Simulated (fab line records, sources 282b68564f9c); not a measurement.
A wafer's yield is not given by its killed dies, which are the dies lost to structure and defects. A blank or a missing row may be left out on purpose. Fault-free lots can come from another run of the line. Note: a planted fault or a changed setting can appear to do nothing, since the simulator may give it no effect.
A struck lot beside a sound one	flow rit cmos	30 steps out of a route of 202
Sound: the wafers L671.2, L671.3, L671.6. Wafers L666.1, L666.4, L666.5 were the ones struck. Last of all comes the cause.
Each step with rows lists, per side, the tool, then ch with its chambers, then its first start. Under that, the readings that differ: sound wafers	struck wafers	difference of the means	sigmas: that difference in standard deviations of wafers without a fault.
alike: readings with means less than 2 such deviations apart, plus words and numbers identical on both sides. not compared: withheld readings, readings lacking a value on some wafer, bounds such as >300 that could conceal the same value, and numbers that have no deviation in the record and whose values overlap.
Wherever a step has rows on one side only, a row that says differs or no value, or a row with sigmas, the two part there. Numbers that don't overlap but have no deviation are shown without sigmas and don't part them. A reading missing from all wafers of one side parts the sides only when that side holds two or more wafers.

first, 6 steps without rows for these wafers: RIT_SDANNEAL_RTA_03 (time 5 s); RIT_SILICIDE_WET_ETCH_00 (etches SiO2 in BOE, target depth 14 nm, time 15 s); RIT_SILICIDE_SPUTTER_01 (material Ti, target thk 30 nm, time 229.5 s); RIT_SILICIDE_RTA_04 (time 10 s, ramp up 5 s, ramp down 5 s); RIT_SILICIDE_WET_ETCH_05 (etches Ti in SPM, time 120 s); RIT_SILICIDE_RTA_06 (time 10 s, ramp up 5 s, ramp down 10 s).
RIT_CONTACT_CVD_00: deposits SiO2 from TEOS, target thk 400 nm, time 61 s.
  sound on pecvd-04 ch 0,2, day 7 18:33; struck on pecvd-03 ch 0,2, day 6 15:50
reading	sound	struck	difference	sigmas
model.SiO2_of_CONTACT_CVD_00.thk nm (nm)	402 401.2 409.8	312.3 320.1 320.7	-86.6	
  alike: heater power w
RIT_CONTACT_THK_MEAS_01:
  struck on film metro-03, day 6 15:53; sound on film metro-03, day 7 18:37
reading	sound	struck	difference	sigmas
CONTACT_TEOS_THK (nm)	402 401 410	312 320 321	-87	-18
then, 7 steps without rows for these wafers: RIT_CONTACT_HMDS_02 (prime time 60 s); RIT_CONTACT_COAT_03 (resist thk 1000 nm); RIT_CONTACT_SOFTBAKE_04 (time 60 s); RIT_CONTACT_EXPOSE_05 (exposes mask M11, target cd 1000 nm); RIT_CONTACT_PEB_06; RIT_CONTACT_DEVELOP_07 (develop time 120 s); RIT_CONTACT_HARDBAKE_10 (time 60 s).
RIT_CONTACT_ETCH_11: etches SiO2 in CHF3/CF4/Ar, stops on TiSi2, target depth 480 nm, time 320 s.
  sound on rie diel-01 ch 0,2, day 7 20:03; struck on rie diel-01 ch 0,1,3, day 6 17:22
reading	sound	struck	difference	sigmas
model.etch.depth nm (nm)	402 401.2 409.8	312.3 320.1 320.7	-86.6	
model.CONTACT.feature depth nm (nm)	402 401.2 409.8	312.3 320.1 320.7	-86.6	
  alike: cf4 flow sccm, drypump motor current A, oes product au, throttle valve pct
  not compared: rf hours counter h
then, 11 steps without rows for these wafers: RIT_CONTACT_STRIP_12 (strips in O2, time 180 s); RIT_CONTACT_CLEAN_13 (cleans in SC1, time 600 s); RIT_CONTACT_CLEAN_14 (cleans in SC2, time 600 s); RIT_M1_SPUTTER_00 (material Al, target thk 400 nm, time 500 s); RIT_M1_HMDS_03 (prime time 60 s); RIT_M1_COAT_04 (resist thk 1300 nm); RIT_M1_SOFTBAKE_05 (time 60 s); RIT_M1_EXPOSE_06 (exposes mask M12, target cd 2600 nm); RIT_M1_PEB_07; RIT_M1_DEVELOP_08 (develop time 68 s); RIT_M1_HARDBAKE_11 (time 120 s).
RIT_M1_METAL_ETCH_12: etches Al in Cl2/BCl3, stops on SiO2, time 165 s, target depth 600 nm.
  sound on rie metal-01 ch 0,1, day 7 22:40; struck on rie metal-02 ch 0,1, day 6 19:58
reading	sound	struck	difference	sigmas
model.SiO2_of_CONTACT_CVD_00.thk nm (nm)	365.3 364.5 373.1	276.7 283 285	-86.1	
  alike: drypump motor current A, he backside leak sccm, oes product au, throttle valve pct
  not compared: rf hours counter h
then, 1 step without rows for these wafers: RIT_M1_STRIP_13 (strips in nmp, time 600 s).
RIT_M1_PROBE_99:
  struck on prober-01, day 6 22:14; sound on prober-02, day 8 01:02
reading	sound	struck	difference	sigmas
model.etest.field p metal.vt v (V)	-29.77 -29.86 -30.59	-25.29 -25.89 -25.86	+4.39	
model.etest.nmos_0p15.junction log10 a um	-13.49 -13.6 -13.75	-12.75 -12.88 -12.93	+0.76	
model.etest.nmos narrow.off log10 a um	-13.2 -13.15 -13.15	-12.65 -12.73 -12.66	+0.49	
model.etest.pmos_0p15.junction log10 a um	-13.9 -13.91 -13.85	-13.47 -13.58 -13.62	+0.33	
model.etest.gate end array.leak log10 a um	-12.78 -12.87 -12.84	-12.4 -12.43 -12.45	+0.4	
model.etest.nmos_0p3.off log10 a um	-12.92 -13.07 -13.07	-12.5 -12.59 -12.6	+0.5	
model.etest.antenna contact.vt shift v (V)	-0.01191 -0.0104 -0.005673	-0.02038 -0.02187 -0.01627	-0.01018	
  alike: killed at contacts, killed at front end, killed dies, killed open, killed short
  not compared: model.etest.contact diode array.leak log10 a

== WHERE THEY PART ==
Only at RIT_CONTACT_THK_MEAS_01, as far as this record shows. Later steps at which nothing parts them and some readings are alike: RIT_CONTACT_ETCH_11, RIT_M1_METAL_ETCH_12, RIT_M1_PROBE_99.

WHY: what had been put in by the simulator
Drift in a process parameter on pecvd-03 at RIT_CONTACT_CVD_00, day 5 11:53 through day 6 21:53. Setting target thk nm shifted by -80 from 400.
